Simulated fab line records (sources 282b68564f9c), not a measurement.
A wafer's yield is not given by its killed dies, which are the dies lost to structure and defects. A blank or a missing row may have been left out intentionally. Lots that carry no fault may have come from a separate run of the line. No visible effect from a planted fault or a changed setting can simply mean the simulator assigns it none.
What tool caused it? :: flow rit-cmos :: 48 wafers from 16 lots sampled at 5 of the route's 202 steps

## WHAT THE GAUGES READ, wafer by wafer
RIT_FOX2_THK_MEAS_90.
lot: L468
measured: day 1 19:40
on: film-metro-01
FIELD_OXIDE_LEFT_1_THK (nm): 327 327 329

lot: L471
measured: day 2 10:20
on: film-metro-03
FIELD_OXIDE_LEFT_1_THK (nm): 333 334 328

lot: L473
measured: day 2 21:03
on: film-metro-04
FIELD_OXIDE_LEFT_1_THK (nm): 340 341 336

lot: L474
measured: day 3 02:43
on: film-metro-03
FIELD_OXIDE_LEFT_1_THK (nm): 334 335 331

lot: L475
measured: day 3 06:34
on: film-metro-03
FIELD_OXIDE_LEFT_1_THK (nm): 326 328 322

lot: L477
measured: day 3 18:33
on: film-metro-04
FIELD_OXIDE_LEFT_1_THK (nm): 335 335 336

lot: L478
measured: day 3 21:16
on: film-metro-04
FIELD_OXIDE_LEFT_1_THK (nm): 318 316 315

lot: L479
measured: day 4 02:51
on: film-metro-01
FIELD_OXIDE_LEFT_1_THK (nm): 323 321 320

lot: L481
measured: day 4 13:16
on: film-metro-04
FIELD_OXIDE_LEFT_1_THK (nm): 331 326 322

lot: L482
measured: day 4 17:19
on: film-metro-04
FIELD_OXIDE_LEFT_1_THK (nm): 327 328 333

lot: L483
measured: day 4 22:32
on: film-metro-04
FIELD_OXIDE_LEFT_1_THK (nm): 309 317 317

lot: L485
measured: day 5 08:27
on: film-metro-01
FIELD_OXIDE_LEFT_1_THK (nm): 318 320 318

lot: L487
measured: day 5 18:11
on: film-metro-01
FIELD_OXIDE_LEFT_1_THK (nm): 329 327 328

lot: L489
measured: day 6 04:21
on: film-metro-04
FIELD_OXIDE_LEFT_1_THK (nm): 322 324 326

lot: L490
measured: day 6 13:16
on: film-metro-01
FIELD_OXIDE_LEFT_1_THK (nm): 328 332 329

lot: L491
measured: day 6 16:45
on: film-metro-01
FIELD_OXIDE_LEFT_1_THK (nm): 316 321 320

RIT_GATE_OVL_MEAS_17.
lot: L468
measured: day 2 12:22
on: overlay-01
GATE_OVL (nm): 0.0 0.5 -0.5

lot: L471
measured: day 3 04:40
on: overlay-02
GATE_OVL (nm): -2.2 -1.3 -1.2

lot: L473
measured: day 3 13:49
on: overlay-01
GATE_OVL (nm): 1.1 0.4 2.5

lot: L474
measured: day 3 19:03
on: overlay-02
GATE_OVL (nm): 0.1 1.1 -0.9

lot: L475
measured: day 3 22:54
on: overlay-02
GATE_OVL (nm): -0.2 -1.7 -3.5

lot: L477
measured: day 4 11:14
on: overlay-02
GATE_OVL (nm): -1.1 -0.9 0.3

lot: L478
measured: day 4 15:07
on: overlay-01
GATE_OVL (nm): -1.7 -1.7 0.0

lot: L479
measured: day 4 19:20
on: overlay-01
GATE_OVL (nm): -1.1 -1.8 -1.6

lot: L481
measured: day 5 07:13
on: overlay-01
GATE_OVL (nm): -1.0 -1.6 0.9

lot: L482
measured: day 5 10:36
on: overlay-02
GATE_OVL (nm): 0.8 1.7 -0.1

lot: L483
measured: day 5 15:05
on: overlay-02
GATE_OVL (nm): -2.1 0.8 0.0

lot: L485
measured: day 6 03:17
on: overlay-01
GATE_OVL (nm): 1.6 1.2 1.4

lot: L487
measured: day 6 12:02
on: overlay-02
GATE_OVL (nm): 131.0 130.0 129.0

lot: L489
measured: day 6 22:01
on: overlay-02
GATE_OVL (nm): 128.2 128.6 129.1

lot: L490
measured: day 7 07:31
on: overlay-01
GATE_OVL (nm): 126.9 128.9 129.5

lot: L491
measured: day 7 10:41
on: overlay-02
GATE_OVL (nm): 129.2 129.0 130.6

RIT_GATE_CD_MEAS_90: target cd 150 nm.
lot: L468
measured: day 2 12:50
on: cd-sem-01
cd-nm (nm): 146.5 144.3 145.2

lot: L471
measured: day 3 05:10
on: cd-sem-01
cd-nm (nm): 150.9 152.3 151.9

lot: L473
measured: day 3 14:17
on: cd-sem-01
cd-nm (nm): 154.2 155.6 156.3

lot: L474
measured: day 3 19:32
on: cd-sem-01
cd-nm (nm): 151.2 151.1 149.2

lot: L475
measured: day 3 23:23
on: cd-sem-01
cd-nm (nm): 154.3 152.4 155.1

lot: L477
measured: day 4 11:44
on: cd-sem-02
cd-nm (nm): 151.5 149.0 152.1

lot: L478
measured: day 4 15:35
on: cd-sem-02
cd-nm (nm): 151.4 152.3 150.5

lot: L479
measured: day 4 19:49
on: cd-sem-02
cd-nm (nm): 154.3 152.4 150.9

lot: L481
measured: day 5 07:43
on: cd-sem-02
cd-nm (nm): 152.8 150.6 150.6

lot: L482
measured: day 5 11:04
on: cd-sem-02
cd-nm (nm): 154.8 155.4 154.6

lot: L483
measured: day 5 15:33
on: cd-sem-01
cd-nm (nm): 152.3 152.7 154.9

lot: L485
measured: day 6 03:46
on: cd-sem-02
cd-nm (nm): 150.9 148.1 150.9

lot: L487
measured: day 6 12:30
on: cd-sem-01
cd-nm (nm): 150.6 151.6 152.0

lot: L489
measured: day 6 22:29
on: cd-sem-01
cd-nm (nm): 149.6 152.5 152.5

lot: L490
measured: day 7 08:00
on: cd-sem-02
cd-nm (nm): 152.1 150.7 150.6

lot: L491
measured: day 7 11:10
on: cd-sem-02
cd-nm (nm): 153.9 154.3 153.7

RIT_REOX_THK_MEAS_04.
lot: L468
measured: day 2 16:05
on: film-metro-04
REOX_OXIDE_THK (nm): 25.2 25.1 25.2

lot: L471
measured: day 3 08:14
on: film-metro-02
REOX_OXIDE_THK (nm): 25.8 25.8 25.7

lot: L473
measured: day 3 17:21
on: film-metro-04
REOX_OXIDE_THK (nm): 25.9 26.1 26.0

lot: L474
measured: day 3 22:38
on: film-metro-04
REOX_OXIDE_THK (nm): 25.7 25.8 25.7

lot: L475
measured: day 4 02:37
on: film-metro-04
REOX_OXIDE_THK (nm): 25.3 25.3 25.2

lot: L477
measured: day 4 14:45
on: film-metro-03
REOX_OXIDE_THK (nm): 25.6 25.4 25.9

lot: L478
measured: day 4 18:47
on: film-metro-03
REOX_OXIDE_THK (nm): 26.1 26.7 25.8

lot: L479
measured: day 4 22:51
on: film-metro-02
REOX_OXIDE_THK (nm): 26.0 26.1 26.3

lot: L481
measured: day 5 10:44
on: film-metro-04
REOX_OXIDE_THK (nm): 25.2 25.5 25.9

lot: L482
measured: day 5 14:07
on: film-metro-02
REOX_OXIDE_THK (nm): 26.0 25.6 26.0

lot: L483
measured: day 5 18:35
on: film-metro-03
REOX_OXIDE_THK (nm): 25.7 25.8 25.5

lot: L485
measured: day 6 06:52
on: film-metro-04
REOX_OXIDE_THK (nm): 25.9 25.9 26.0

lot: L487
measured: day 6 16:35
on: film-metro-02
REOX_OXIDE_THK (nm): 25.9 26.2 26.5

lot: L489
measured: day 7 01:31
on: film-metro-04
REOX_OXIDE_THK (nm): 25.6 25.5 25.5

lot: L490
measured: day 7 11:53
on: film-metro-04
REOX_OXIDE_THK (nm): 25.7 25.7 25.9

lot: L491
measured: day 7 15:44
on: film-metro-03
REOX_OXIDE_THK (nm): 25.7 26.1 25.9

## TOOL THAT RAN EACH LOT (tool first, then ch and the chambers of the sampled wafers, then the start)
lot: L468
RIT_GATE_EXPOSE_13: iline-stepper-01 ch 0, day 2 11:51

lot: L471
RIT_GATE_EXPOSE_13: iline-stepper-01 ch 0, day 3 04:11

lot: L473
RIT_GATE_EXPOSE_13: iline-stepper-02 ch 0, day 3 13:13

lot: L474
RIT_GATE_EXPOSE_13: iline-stepper-02 ch 0, day 3 18:33

lot: L475
RIT_GATE_EXPOSE_13: iline-stepper-01 ch 0, day 3 22:24

lot: L477
RIT_GATE_EXPOSE_13: iline-stepper-02 ch 0, day 4 10:45

lot: L478
RIT_GATE_EXPOSE_13: iline-stepper-02 ch 0, day 4 14:36

lot: L479
RIT_GATE_EXPOSE_13: iline-stepper-01 ch 0, day 4 18:50

lot: L481
RIT_GATE_EXPOSE_13: iline-stepper-02 ch 0, day 5 06:43

lot: L482
RIT_GATE_EXPOSE_13: iline-stepper-02 ch 0, day 5 10:05

lot: L483
RIT_GATE_EXPOSE_13: iline-stepper-02 ch 0, day 5 14:34

lot: L485
RIT_GATE_EXPOSE_13: iline-stepper-01 ch 0, day 6 02:46

lot: L487
RIT_GATE_EXPOSE_13: iline-stepper-01 ch 0, day 6 11:31

lot: L489
RIT_GATE_EXPOSE_13: iline-stepper-01 ch 0, day 6 21:30

lot: L490
RIT_GATE_EXPOSE_13: iline-stepper-01 ch 0, day 7 07:01

lot: L491
RIT_GATE_EXPOSE_13: iline-stepper-01 ch 0, day 7 10:10
- RIT_GATE_EXPOSE_13: exposes mask M6, target cd 150 nm.

## WHAT THE TOOLS THEMSELVES READ (means of the sampled wafers that have a number; where no wafer has one, the mark that the record gives instead)
RIT_GATE_EXPOSE_13.
lot: L468
tool: iline-stepper-01
exposure-dose-mJ-cm2: 380.1

lot: L471
tool: iline-stepper-01
exposure-dose-mJ-cm2: 379.8

lot: L473
tool: iline-stepper-02
exposure-dose-mJ-cm2: 379.7

lot: L474
tool: iline-stepper-02
exposure-dose-mJ-cm2: 379.6

lot: L475
tool: iline-stepper-01
exposure-dose-mJ-cm2: 380.0

lot: L477
tool: iline-stepper-02
exposure-dose-mJ-cm2: 380.2

lot: L478
tool: iline-stepper-02
exposure-dose-mJ-cm2: 379.7

lot: L479
tool: iline-stepper-01
exposure-dose-mJ-cm2: 380.3

lot: L481
tool: iline-stepper-02
exposure-dose-mJ-cm2: 379.8

lot: L482
tool: iline-stepper-02
exposure-dose-mJ-cm2: 379.8

lot: L483
tool: iline-stepper-02
exposure-dose-mJ-cm2: 379.9

lot: L485
tool: iline-stepper-01
exposure-dose-mJ-cm2: 379.7

lot: L487
tool: iline-stepper-01
exposure-dose-mJ-cm2: 379.8

lot: L489
tool: iline-stepper-01
exposure-dose-mJ-cm2: 379.7

lot: L490
tool: iline-stepper-01
exposure-dose-mJ-cm2: 380.0

lot: L491
tool: iline-stepper-01
exposure-dose-mJ-cm2: 379.5

## THE ANSWER, worked out from the rows above alone
Rule: usual is defined by the lots themselves. Put in order of their means at a reading, lots are off if they are a third of the lots or fewer, leave a main group of 4 or more, and stand apart from it by a gap of 3 or more times the standard deviation of the main group's means; of several such gaps the widest counts. Not used: any main group whose means are identical at the precision the tables above print for the reading. Also off: a lot with no number at a reading for which 4 or more lots have one. All remaining lots with rows at the step are treated as sound. First the gauges in route order, then the tools' own readings, where a lot's mean is used as printed above. At the first step where some lot is off, the reading lying furthest off is the one used; lots without a number count as furthest.
Off: at RIT_GATE_OVL_MEAS_17 (GATE_OVL), L487, L489, L490, L491. The main group has a mean of -0.3 nm with a standard deviation of 1.
If a tool, at a process step before that reading, ran all the lots that are off and no sound lot after the first of them, it fits. The gauges at RIT_GATE_OVL_MEAS_17 are tried like those tools. One fits: RIT_GATE_EXPOSE_13 on iline-stepper-01. Its last sound lot is L485 (day 6 02:46), its first lot that is off L487 (day 6 11:31): a fault that began between those two fits.

## WHAT WAS PUT IN BY THE SIMULATOR
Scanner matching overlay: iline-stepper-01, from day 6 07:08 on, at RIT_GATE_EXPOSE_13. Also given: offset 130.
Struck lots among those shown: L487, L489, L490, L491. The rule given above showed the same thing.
